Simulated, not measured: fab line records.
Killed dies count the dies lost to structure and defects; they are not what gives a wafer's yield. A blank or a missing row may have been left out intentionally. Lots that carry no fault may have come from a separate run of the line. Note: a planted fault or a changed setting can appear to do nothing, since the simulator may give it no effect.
Code-filled problem report in 8D (eight disciplines) form + flow berkeleyCmos170 + the parts of the form that need people (team, actions taken, sign-off) are left out

== 1. WHAT WENT WRONG ==
PWELL_TW at UCB170_PWELL_TW_MEAS_17 reads a mean of 457.1 on 6 wafers of 2 lots; wafers without a fault read 382.7 with a standard deviation of 2.8. Measured from the usual mean, that is +27 standard deviations.
First seen on wafer L322.2, day 6 14:15, on filmMetro-02. Wafers with a number at this step in the record: 42, from 14 lots. By rule, "out" or "out of limits" means more than 4 standard deviations away from the usual mean. The rest of the wafers with a number are treated as sound.

== 2. WHAT IT IS; WHAT IT IS NOT ==
| question                    | is                         | is not                                                                 |
|-----------------------------|----------------------------|------------------------------------------------------------------------|
| which readings at this step | PWELL_TW                   | -                                                                      |
| which lots                  | L322, L324                 | L304, L307, L308, L309, L310, L311, L312, L313, L315, L317, L321, L325 |
| which wafers of those lots  | all that have a number     | -                                                                      |
| read on which gauges        | filmMetro-02, filmMetro-03 | filmMetro-01                                                           |
| when                        | from day 6 14:15           | up to then (33 sound wafers); but 3 sound wafers of L325 came after    |

== 3. THE SUSPECTS, EACH WITH WHAT RULES IT OUT ==
Counting: a tool at any process step up to the reading remains a suspect when it ran all the lots that are out and ran no sound lot after the first of those.
- the gauge at UCB170_PWELL_TW_MEAS_17: ruled out. Those wafers that are out were read across 2 gauges (filmMetro-02, filmMetro-03).
- implanter-04 at UCB170_PWELL_IMPLANT_15: kept. It ran every lot that is out, first L322 (day 6 14:01), and no sound lot after that; its last sound lot up to then is L317 (day 5 16:30). On those wafers its own readings are out: doseIonsCm2, faradayCurrentUA.
The count leaves implanter-04 at UCB170_PWELL_IMPLANT_15.

== 4. THE CAUSE (what the simulator had put in) ==
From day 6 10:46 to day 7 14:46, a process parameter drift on implanter-04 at UCB170_PWELL_IMPLANT_15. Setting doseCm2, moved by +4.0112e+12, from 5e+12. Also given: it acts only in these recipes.
Only this tool survived the counting.

== 5. SEQUENCE OF EFFECTS, ordered by route ==
Each row: a reading whose mean over the struck wafers that have a number lies more than 3 standard deviations from the usual. Readings are gone through only where the record gives a usual standard deviation; hours: the median, over the lots, of the time from a lot's start at the first step in this table giving one to that lot's start at this step; sigmas: the change measured in usual standard deviations.
| hours | step                    | reading          | usual | on struck wafers | change | sigmas      |
|-------|-------------------------|------------------|-------|------------------|--------|-------------|
| 0     | UCB170_PWELL_IMPLANT_15 | doseIonsCm2      | 5e+12 | 9e+12            | +4e+12 | +99 or more |
| 0     | UCB170_PWELL_IMPLANT_15 | faradayCurrentUA | 15.8  | 28.4             | +12.6  | +38         |
| 0     | UCB170_PWELL_TW_MEAS_17 | PWELL_TW         | 382.7 | 457.1            | +74.4  | +27         |
The process steps in it:
- UCB170_PWELL_IMPLANT_15
At these later measuring or inspecting steps, every struck wafer for which the step has a row has a number for every such reading, and none has moved that far: UCB170_PFIELD_OVL_MEAS_06.

== 6. HOW IT WOULD HAVE BEEN CAUGHT EARLIER ==
3 hours passed between the start of the fault at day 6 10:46 and the first reading out of limits at a measuring or inspecting step in this record, taken at day 6 14:15.
Tool's own readings at UCB170_PWELL_IMPLANT_15, doseIonsCm2, faradayCurrentUA: out on all struck wafers the step has rows for; an alarm limit on them would have tripped on the first.
Among the 2 lots that are out, L324 began UCB170_PWELL_IMPLANT_15 on implanter-04 after day 6 14:15. A tool hold placed at that time would have kept it from harm.
